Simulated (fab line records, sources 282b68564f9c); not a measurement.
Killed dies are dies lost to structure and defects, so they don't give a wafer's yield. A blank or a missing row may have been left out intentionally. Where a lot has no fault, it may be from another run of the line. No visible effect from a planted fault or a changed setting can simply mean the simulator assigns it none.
Which tool is to blame? + flow rit-cmos + Sampling: 15 lots, 45 wafers, 3 of 202 route steps

WHAT THE GAUGES SHOWED, per wafer
RIT_SILICIDE_RS_MEAS_02: a four-point-probe measurement.
| lot  | measured    | on            | SILICIDE_TI_RS (ohm/sq) |
|------|-------------|---------------|-------------------------|
| L226 | day 3 03:37 | film-metro-03 | 47.5 47.5 47.0          |
| L227 | day 3 08:28 | film-metro-04 | 47.6 47.5 47.9          |
| L228 | day 3 13:22 | film-metro-04 | 48.6 48.4 47.9          |
| L229 | day 3 21:26 | film-metro-04 | 47.6 47.8 47.6          |
| L230 | day 3 23:27 | film-metro-03 | 48.5 48.3 48.2          |
| L231 | day 4 04:20 | film-metro-01 | 47.2 47.5 47.6          |
| L232 | day 4 08:45 | film-metro-03 | 47.6 47.4 47.1          |
| L237 | day 5 08:56 | film-metro-03 | 53.6 53.5 52.9          |
| L238 | day 5 15:52 | film-metro-01 | 46.5 46.9 47.1          |
| L239 | day 5 21:05 | film-metro-04 | 53.8 53.0 53.1          |
| L240 | day 6 00:20 | film-metro-04 | 51.7 51.9 52.2          |
| L243 | day 6 15:10 | film-metro-04 | 47.7 47.9 47.6          |
| L245 | day 7 01:44 | film-metro-03 | 47.1 46.9 47.3          |
| L247 | day 7 11:32 | film-metro-01 | 46.3 47.2 47.1          |
| L249 | day 7 22:56 | film-metro-03 | 48.4 47.9 47.9          |

RIT_SILICIDE_THK_MEAS_03: measures by xrf.
| lot  | measured    | on            | SILICIDE_TI_THK (nm) |
|------|-------------|---------------|----------------------|
| L226 | day 3 03:44 | film-metro-03 | 30.47 30.47 30.71    |
| L227 | day 3 08:35 | film-metro-04 | 30.38 30.35 30.07    |
| L228 | day 3 13:28 | film-metro-04 | 29.69 29.75 30.13    |
| L229 | day 3 21:34 | film-metro-04 | 30.37 30.05 30.32    |
| L230 | day 3 23:34 | film-metro-03 | 30.08 30.21 30.10    |
| L231 | day 4 04:27 | film-metro-01 | 30.50 30.15 30.08    |
| L232 | day 4 08:52 | film-metro-03 | 30.41 30.52 30.59    |
| L237 | day 5 09:03 | film-metro-03 | 27.75 27.68 28.00    |
| L238 | day 5 15:58 | film-metro-01 | 30.67 30.58 30.22    |
| L239 | day 5 21:11 | film-metro-04 | 27.51 27.84 27.72    |
| L240 | day 6 00:27 | film-metro-04 | 28.35 28.19 28.26    |
| L243 | day 6 15:17 | film-metro-04 | 30.20 29.96 30.34    |
| L245 | day 7 01:52 | film-metro-03 | 30.60 30.74 30.51    |
| L247 | day 7 11:40 | film-metro-01 | 30.87 30.39 30.36    |
| L249 | day 7 23:02 | film-metro-03 | 30.00 30.42 30.24    |

TOOL THAT RAN EACH LOT (tool first, then ch and the chambers of the sampled wafers, then the start)
| lot  | RIT_SILICIDE_SPUTTER_01     |
|------|-----------------------------|
| L226 | pvd-sputter-01, day 3 03:26 |
| L227 | pvd-sputter-04, day 3 08:17 |
| L228 | pvd-sputter-01, day 3 13:11 |
| L229 | pvd-sputter-04, day 3 21:17 |
| L230 | pvd-sputter-01, day 3 23:18 |
| L231 | pvd-sputter-04, day 4 04:10 |
| L232 | pvd-sputter-02, day 4 08:35 |
| L237 | pvd-sputter-04, day 5 08:47 |
| L238 | pvd-sputter-02, day 5 15:41 |
| L239 | pvd-sputter-04, day 5 20:55 |
| L240 | pvd-sputter-04, day 6 00:11 |
| L243 | pvd-sputter-01, day 6 15:01 |
| L245 | pvd-sputter-01, day 7 01:35 |
| L247 | pvd-sputter-01, day 7 11:23 |
| L249 | pvd-sputter-01, day 7 22:46 |
- RIT_SILICIDE_SPUTTER_01: material Ti, target thk 30 nm, time 240 s.

AS READ BY THE TOOLS THEMSELVES (means over the sampled wafers that have a number; for cases with no such wafer, the mark the record gives instead)
RIT_SILICIDE_SPUTTER_01.
| lot  | tool           | chamber-pressure-pa (Pa) | throttle-valve-pct (%) |
|------|----------------|--------------------------|------------------------|
| L226 | pvd-sputter-01 | 0.6657                   | 29.1                   |
| L227 | pvd-sputter-04 | 0.6658                   | 29.4                   |
| L228 | pvd-sputter-01 | 0.6670                   | 30.3                   |
| L229 | pvd-sputter-04 | 0.6669                   | 29.3                   |
| L230 | pvd-sputter-01 | 0.6673                   | 29.9                   |
| L231 | pvd-sputter-04 | 0.6680                   | 29.7                   |
| L232 | pvd-sputter-02 | 0.6674                   | 30.6                   |
| L237 | pvd-sputter-04 | 0.6679                   | 30.4                   |
| L238 | pvd-sputter-02 | 0.6679                   | 30.6                   |
| L239 | pvd-sputter-04 | 0.6667                   | 29.9                   |
| L240 | pvd-sputter-04 | 0.6688                   | 30.4                   |
| L243 | pvd-sputter-01 | 0.6679                   | 29.3                   |
| L245 | pvd-sputter-01 | 0.6666                   | 31.0                   |
| L247 | pvd-sputter-01 | 0.6660                   | 30.1                   |
| L249 | pvd-sputter-01 | 0.6674                   | 28.9                   |

THE ANSWER, worked out from the rows above alone
Rule: usual is defined by the lots themselves. Put in order of their means at a reading, lots are off if they are a third of the lots or fewer, leave a main group of 4 or more, and stand apart from it by a gap of 3 or more times the standard deviation of the main group's means; of several such gaps the widest counts. Not used: any main group whose means are identical at the precision the tables above print for the reading. Also off: a lot with no number at a reading for which 4 or more lots have one. Any other lot the step has rows for is counted as sound. First the gauges in route order, then the tools' own readings, where a lot's mean is used as printed above. At the first step where some lot is off, the reading lying furthest off is the one used; lots without a number count as furthest.
Off: L237, L239, L240, seen at RIT_SILICIDE_RS_MEAS_02 (SILICIDE_TI_RS). Main group: mean 47.6 ohm/sq, sd 0.48.
If a tool, at a process step before that reading, ran all the lots that are off and no sound lot after the first of them, it fits. Gauges at RIT_SILICIDE_RS_MEAS_02: tried the same way as those tools. One fits: RIT_SILICIDE_SPUTTER_01 on pvd-sputter-04. Its last sound lot is L231 (day 4 04:10), its first lot that is off L237 (day 5 08:47): a fault that began between those two fits.

WHAT THE SIMULATOR PUT IN
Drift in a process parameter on pvd-sputter-04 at RIT_SILICIDE_SPUTTER_01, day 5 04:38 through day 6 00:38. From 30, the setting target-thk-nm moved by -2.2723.
Lots struck among those shown: L237, L239, L240. This agrees with what the rule above found.
